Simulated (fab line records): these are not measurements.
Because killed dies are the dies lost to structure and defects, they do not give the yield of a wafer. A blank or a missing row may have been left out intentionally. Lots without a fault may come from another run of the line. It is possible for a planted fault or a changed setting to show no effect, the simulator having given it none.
A struck lot beside a sound one || flow rit cmos || 14 steps out of a route of 202
Sound: these wafers, L575.1, L575.2, L575.3. Struck: wafers L588.1, L588.2, L588.6. The cause is named last.
For every step that has rows: the tool of each side, followed by ch and its chambers, followed by its first start. Under that, the readings that differ: sound wafers || struck wafers || difference of the means || sigmas: that difference in standard deviations of wafers without a fault.
alike: words and numbers the same on both sides, and readings whose means are apart by under 2 such deviations; not compared: readings that were withheld, readings missing a value for some wafer, numbers with overlapping values and no deviation given by the record, and bounds like >300 which may hide the same value.
Wherever a step has rows on one side only, a row that says differs or no value, or a row with sigmas, the two part there. Numbers that don't overlap but have no deviation are shown without sigmas and don't part them. A reading missing from all wafers of one side parts the sides only when that side holds two or more wafers.

first, 4 steps without rows for these wafers: RIT_NLDD_SOFTBAKE_02 (time 60 s); RIT_NLDD_EXPOSE_03 (exposes mask M7, target cd 40700 nm); RIT_NLDD_PEB_04; RIT_NLDD_DEVELOP_05 (develop time 50 s).
RIT_NLDD_OVL_MEAS_06:
  sound on overlay-02, day 4 12:36; struck on overlay-01, day 6 14:32
  alike: NLDD_OVL
then, 2 steps without rows for these wafers: RIT_NLDD_HARDBAKE_07 (time 60 s); RIT_NLDD_IMPLANT_08.
RIT_NLDD_STRIP_09: strips in O2, time 180 s.
  sound on plasma asher-01 ch 0,1, day 4 12:56; struck on plasma asher-04 ch 0,1, day 6 14:52
  alike: chamber pressure mTorr, drypump motor current A, o2 flow sccm
  not compared: rf hours counter h
RIT_NLDD_TW_MEAS_10:
  sound on film metro-02, day 4 13:07; struck on film metro-02, day 6 15:03
  alike: NLDD_TW
then, 3 steps without rows for these wafers: RIT_PLDD_HMDS_00 (prime time 60 s); RIT_PLDD_COAT_01 (resist thk 1000 nm); RIT_PLDD_SOFTBAKE_02 (time 60 s).
RIT_PLDD_EXPOSE_03: exposes mask M8, target cd 40900 nm.
  sound on iline stepper-02 ch 0, day 4 13:37; struck on iline stepper-01, day 6 15:38
  no value came back on the struck wafers for exposure dose mJ cm2, focus offset nm (nm), stage vel mm s (mm/s); on the sound wafers exposure dose mJ cm2 reads 249.76 249.70 249.48
  alike: mask
after that, 1 step had no rows for these wafers: RIT_PLDD_PEB_04.

WHERE THEY PART
RIT_PLDD_EXPOSE_03 only, going by this record.

WHY: what had been put in by the simulator
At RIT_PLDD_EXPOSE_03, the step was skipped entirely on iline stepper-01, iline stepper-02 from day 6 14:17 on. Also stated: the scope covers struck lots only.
